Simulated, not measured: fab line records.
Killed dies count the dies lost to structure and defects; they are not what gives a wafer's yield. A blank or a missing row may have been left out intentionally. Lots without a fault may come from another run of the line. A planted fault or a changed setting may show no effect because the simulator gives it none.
Comparing a struck lot with a sound one ; flow rit cmos ; 27 steps out of a route of 202
Sound: the wafers L589.2, L589.4, L589.5. Struck: wafer L602.1 (left out: L602.2, L602.3 of the same lot, which were not struck); the cause appears at the end.
Per side, at each step with rows, come the tool, then ch with its chambers, and then its first start. Under that, the readings that differ: sound wafers ; struck wafers ; difference of the means ; sigmas: that difference in standard deviations of wafers without a fault.
alike: a reading whose means differ by less than 2 such deviations, as well as words and numbers matching on both sides. not compared: withheld readings; readings where some wafer has no value; bounds like >300 that might hide an equal value; numbers whose values overlap and for which the record gives no deviation.
Wherever a step has rows on one side only, a row that says differs or no value, or a row with sigmas, the two part there. Numbers that have no deviation but don't overlap get no sigmas and don't part them. A reading that every wafer of one side lacks parts them only if that side has two wafers or more.

first, 1 step without rows for these wafers: RIT_ACTIVE_OXIDATION_01 (target thk 46.8 nm, ox time 3360 s).
RIT_ACTIVE_THK_MEAS_02:
  sound on film metro-04 at day 1 12:53; struck on film metro-04 at day 4 05:19
  alike: ACTIVE_OXIDE_THK
then, 1 step without rows for these wafers: RIT_ACTIVE_CVD_03 (deposits Si3N4 from SiH2Cl2/NH3, target thk 150 nm, time 1500 s).
RIT_ACTIVE_THK_MEAS_04:
  sound on film metro-04 at day 1 15:04; struck on film metro-04 at day 4 06:49
  alike: ACTIVE_NITRIDE_THK
then, 6 steps without rows for these wafers: RIT_ACTIVE_HMDS_05 (prime time 60 s); RIT_ACTIVE_COAT_06 (resist thk 1000 nm); RIT_ACTIVE_SOFTBAKE_07 (time 60 s); RIT_ACTIVE_EXPOSE_08 (exposes mask M1, target cd 1400 nm); RIT_ACTIVE_PEB_09; RIT_ACTIVE_DEVELOP_10 (develop time 50 s).
RIT_ACTIVE_CD_MEAS_11: target cd 1400 nm.
  sound on cd sem-01 at day 1 15:59; struck on cd sem-02 at day 4 07:55
  alike: cd nm
then, 1 step without rows for these wafers: RIT_ACTIVE_HARDBAKE_12 (time 60 s).
RIT_ACTIVE_ETCH_13: etches Si3N4 in SF6, stops on SiO2, time 210 s, target depth 210 nm.
  sound on rie diel-01 ch 1,2,3, day 1 16:14; struck on rie diel-04 ch 2, day 4 08:11
reading;sound;struck;difference;sigmas
oes product au (a.u.);0.823 0.819 0.834;0.735;-0.090;-10
over etch frac;0.4 0.4 0.4;0.73216;+0.33216;
rf fwd power W (W);124.6 124.5 124.8;123.6;-1.0;-3
model.NOVOLAK_of_ACTIVE_COAT_06.thk nm (nm);659.3 641.1 656.1;612.1;-40.1;
model.ACTIVE.feature depth nm (nm);148.3 151.7 149.6;165.7;+15.8;
model.SiO2_of_ACTIVE_OXIDATION_01.thk nm (nm);46.44 44.4 47.57;30.56;-15.58;
  alike: drypump motor current A, throttle valve pct
  not compared: rf hours counter h
RIT_ACTIVE_STRIP_14: strips in O2, time 180 s.
  sound on plasma asher-01 ch 1, day 1 16:23; struck on plasma asher-02 ch 0, day 4 08:19
  alike: drypump motor current A
  not compared: rf hours counter h
RIT_ACTIVE_CD_MEAS_90: target cd 1400 nm.
  sound on cd sem-01 at day 1 16:34; struck on cd sem-01 at day 4 08:30
  alike: cd nm
then, 4 steps without rows for these wafers: RIT_ACTIVE_CLEAN_15 (cleans in SC1, time 600 s); RIT_ACTIVE_CLEAN_16 (cleans in dHF, time 30 s); RIT_ACTIVE_CLEAN_17 (cleans in SC2, time 600 s); RIT_FOX1_OXIDATION_00 (target thk 350.7 nm, ox time 1130 s).
RIT_FOX1_THK_MEAS_01:
  sound on film metro-03 at day 1 18:34; struck on film metro-03 at day 4 11:43
  alike: FOX1_OXIDE_THK
then, 2 steps without rows for these wafers: RIT_FOX1_WET_ETCH_02 (etches SiO2 in BOE, target depth 350 nm, time 390 s); RIT_FOX2_OXIDATION_00 (target thk 350.7 nm, ox time 1130 s).
RIT_FOX2_THK_MEAS_01:
  sound on film metro-02 at day 1 20:04; struck on film metro-02 at day 4 13:12
  alike: FOX2_OXIDE_THK
then, 1 step without rows for these wafers: RIT_FOX2_CLEAN_02 (cleans in dHF, time 180 s).
RIT_FOX2_WET_ETCH_03: etches Si3N4 in H3PO4, target depth 195 nm, time 2700 s.
  sound on wet bench-04 ch 3, day 1 20:10; struck on wet bench-04 ch 0, day 4 13:19
reading;sound;struck;difference;sigmas
model.SiO2_of_ACTIVE_OXIDATION_01.thk nm (nm);41.23 39.4 42.21;27.14;-13.81;
RIT_FOX2_THK_MEAS_90:
  sound on film metro-04 at day 1 20:56; struck on film metro-04 at day 4 14:05
  alike: FIELD_OXIDE_LEFT_1_THK
RIT_M1_PROBE_99:
  sound on prober-01 at day 3 14:14; struck on prober-02 at day 6 07:01
  alike: killed at contacts, killed at front end, killed dies, killed open, killed short

== WHERE THEY PART ==
At RIT_ACTIVE_ETCH_13 and nowhere else, as far as this record goes. Later steps at which nothing parts them and some readings are alike: RIT_ACTIVE_STRIP_14, RIT_ACTIVE_CD_MEAS_90, RIT_FOX1_THK_MEAS_01, RIT_FOX2_THK_MEAS_01, RIT_FOX2_THK_MEAS_90, RIT_M1_PROBE_99.

WHY: what the simulator had put in
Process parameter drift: rie diel-04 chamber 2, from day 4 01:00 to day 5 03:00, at RIT_ACTIVE_ETCH_13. A move of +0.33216 in setting over etch frac, from 0.4.
